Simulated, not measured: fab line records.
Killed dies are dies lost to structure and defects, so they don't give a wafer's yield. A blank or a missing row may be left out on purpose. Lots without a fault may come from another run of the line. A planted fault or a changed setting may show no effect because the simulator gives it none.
Which tool is to blame? + flow berkeleyCmos170 + 21 wafers from 7 lots sampled at 3 of the route's 331 steps

## WHAT THE GAUGES SHOWED, per wafer
UCB170_V1_THK_MEAS_01.
| lot  | measured     | on           | V1_TEOS_THK (nm) |
|------|--------------|--------------|------------------|
| L751 | day 7 16:36  | filmMetro-02 | 1974 1965 2016   |
| L750 | day 7 16:46  | filmMetro-04 | 1999 2046 2067   |
| L752 | day 8 05:31  | filmMetro-02 | 1996 2007 2002   |
| L761 | day 10 01:53 | filmMetro-02 | 2700 2776 2759   |
| L766 | day 11 02:22 | filmMetro-02 | 1995 1991 1999   |
| L768 | day 11 05:50 | filmMetro-02 | 1944 1941 1983   |
| L770 | day 12 15:49 | filmMetro-04 | 1984 2007 1978   |

## TOOL THAT RAN EACH LOT (tool first, then ch and the chambers of the sampled wafers, then the start)
| lot  | UCB170_CONTACT_STRIP_06             | UCB170_V1_CVD_00               |
|------|-------------------------------------|--------------------------------|
| L751 | plasmaAsher-03 ch 0,1, day 7 09:22  | pecvd-03 ch 0,1,2, day 7 16:26 |
| L750 | plasmaAsher-01 ch 0,1, day 7 10:29  | pecvd-04 ch 0,1, day 7 16:36   |
| L752 | plasmaAsher-03 ch 0,1, day 7 22:19  | pecvd-03 ch 0,1, day 8 05:21   |
| L761 | plasmaAsher-03 ch 0,1, day 9 17:18  | pecvd-04 ch 0,1, day 10 01:42  |
| L766 | plasmaAsher-04 ch 0,1, day 10 17:01 | pecvd-02 ch 1,2, day 11 02:12  |
| L768 | plasmaAsher-03 ch 0,1, day 10 21:22 | pecvd-02 ch 1,2, day 11 05:40  |
| L770 | plasmaAsher-03 ch 0,1, day 12 06:20 | pecvd-03 ch 0,1, day 12 15:38  |
- UCB170_CONTACT_STRIP_06: strips in O2.
- UCB170_V1_CVD_00: deposits SiO2 from TEOS/O2, target thk 2000 nm, time 250 s.

## THE ANSWER, worked out from the rows above alone
Rule: what is usual is taken from the lots themselves. Put in order of their means at a reading, lots are off if they are a third of the lots or fewer, leave a main group of 4 or more, and stand apart from it by a gap of 3 or more times the standard deviation of the main group's means; of several such gaps the widest counts. The tables above print the reading to a certain number of digits; a main group whose means all agree to those digits is not used. Also off: a lot with no number at a reading for which 4 or more lots have one. The other lots that the step has rows for count as sound.
Off: L761, seen at UCB170_V1_THK_MEAS_01 (V1_TEOS_THK). Mean 1994 nm and standard deviation 24 in the main group.
If a tool, at a process step before that reading, ran all the lots that are off and no sound lot after the first of them, it fits. Gauges at UCB170_V1_THK_MEAS_01: tried the same way as those tools. One candidate fits, namely pecvd-04 at UCB170_V1_CVD_00. A fault onset in the window from L750 (day 7 16:36, its last sound lot) to L761 (day 10 01:42, its first lot off) fits.

## WHAT HAD BEEN PUT IN BY THE SIMULATOR
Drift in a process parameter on pecvd-04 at UCB170_V1_CVD_00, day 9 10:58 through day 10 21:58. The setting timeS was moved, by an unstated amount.
Shown lots that were struck: L761. The rule given above showed the same thing.
